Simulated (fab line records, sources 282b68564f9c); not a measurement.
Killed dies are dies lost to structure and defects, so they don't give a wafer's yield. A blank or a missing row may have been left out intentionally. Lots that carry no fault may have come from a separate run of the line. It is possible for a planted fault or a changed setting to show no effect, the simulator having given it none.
What tool caused it? -- flow rit-cmos -- Sampling: 7 lots, 21 wafers, 2 of 202 route steps

== WHAT THE GAUGES SHOWED, per wafer ==
RIT_FOX1_THK_MEAS_01.
lot,measured,on,FOX1_OXIDE_THK (nm)
L630,day 2 03:07,film-metro-03,360 351 357
L634,day 3 00:13,film-metro-01,337 340 342
L636,day 3 10:22,film-metro-03,361 354 355
L639,day 4 02:20,film-metro-02,341 345 346
L641,day 4 11:24,film-metro-02,357 358 356
L644,day 5 02:42,film-metro-01,357 359 355
L650,day 6 09:22,film-metro-02,350 344 342

== WHAT TOOL EACH LOT RAN ON (gives the tool, then ch and the chambers of the sampled wafers, and finally the start) ==
lot,RIT_ACTIVE_SOFTBAKE_07
L630,"litho-track-01 ch 0, day 2 00:05"
L634,"litho-track-01 ch 0, day 2 20:03"
L636,"litho-track-04 ch 0, day 3 06:37"
L639,"litho-track-01 ch 0, day 3 20:55"
L641,"litho-track-01 ch 0, day 4 07:35"
L644,"litho-track-01 ch 0, day 4 23:45"
L650,"litho-track-03 ch 0, day 6 04:03"
- RIT_ACTIVE_SOFTBAKE_07: time 60 s.

== THE ANSWER, worked out from the rows above alone ==
Rule: the lots themselves supply what counts as usual. Put in order of their means at a reading, lots are off if they are a third of the lots or fewer, leave a main group of 4 or more, and stand apart from it by a gap of 3 or more times the standard deviation of the main group's means; of several such gaps the widest counts. A main group is skipped when, at the precision printed for the reading in the tables above, its means are all equal. A lot without any number at a reading at which 4 lots or more have one is off too. All remaining lots with rows at the step are treated as sound.
Nothing can be told from this: no lot is off at any reading shown.

== WHAT THE SIMULATOR HAD PUT IN ==
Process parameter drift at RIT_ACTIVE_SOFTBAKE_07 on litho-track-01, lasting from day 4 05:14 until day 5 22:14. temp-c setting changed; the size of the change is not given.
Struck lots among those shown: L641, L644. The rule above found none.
